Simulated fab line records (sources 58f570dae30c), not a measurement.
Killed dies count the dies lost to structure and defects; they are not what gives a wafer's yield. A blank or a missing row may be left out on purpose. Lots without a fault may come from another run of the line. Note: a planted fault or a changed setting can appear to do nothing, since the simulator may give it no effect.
Matching of chambers ; flow berkeley-cmos170 ; UCB170_NWELL_ETCH_13 on rie-diel-03: 4 sister chambers
The step etches Si3N4 in CH3F/Ar/O2, stops on SiO2, target depth 246.4 nm, time 154 s. 8 wafers are shown with their chamber, then 7 later ones without.

== WAFERS PAIRED WITH THEIR CHAMBERS ==
wafer;chamber;drypump-motor-current-A (A);throttle-valve-pct (%)
L558.6;0;5.3;7.76
L559.5;3;5.2;8.11
L562.4;1;5.9;8.30
L564.1;0;5.3;7.78
L564.3;3;5.2;8.13
L564.4;2;4.9;7.87
L565.2;2;4.8;7.88
L565.4;1;5.9;8.32

== WAFERS WHOSE CHAMBER IS MISSING ==
wafer;drypump-motor-current-A (A);throttle-valve-pct (%)
L565.6;4.9;7.87
L567.2;5.9;8.31
L567.3;5.3;7.78
L567.5;4.8;7.88
L571.1;5.9;8.29
L571.2;5.1;8.12
L571.6;5.1;8.12

== CHAMBER TAKEN BY EACH ==
wafer;from the rows above;in truth
L565.6;2;2
L567.2;1;1
L567.3;0;0
L567.5;2;2
L571.1;1;1
L571.2;3;3
L571.6;3;3
Correct placement for 7 of the 7. From these rows, 0 cannot be placed. 0 placed wrongly.
How it was worked out, from the rows above alone: a wafer's distance from a chamber is the root of the sum, over the readings, of the square of ((its reading less the chamber's mean) divided by the reading's scatter). If the next closest chamber is less than 2 further off than the closest, the wafer can't be placed; otherwise it belongs to the closest. A chamber's mean is the mean of its shown wafers. The scatter is the square root of a quotient: the sum, over the shown wafers, of each reading's squared deviation from its chamber's mean, divided by wafers minus chambers.
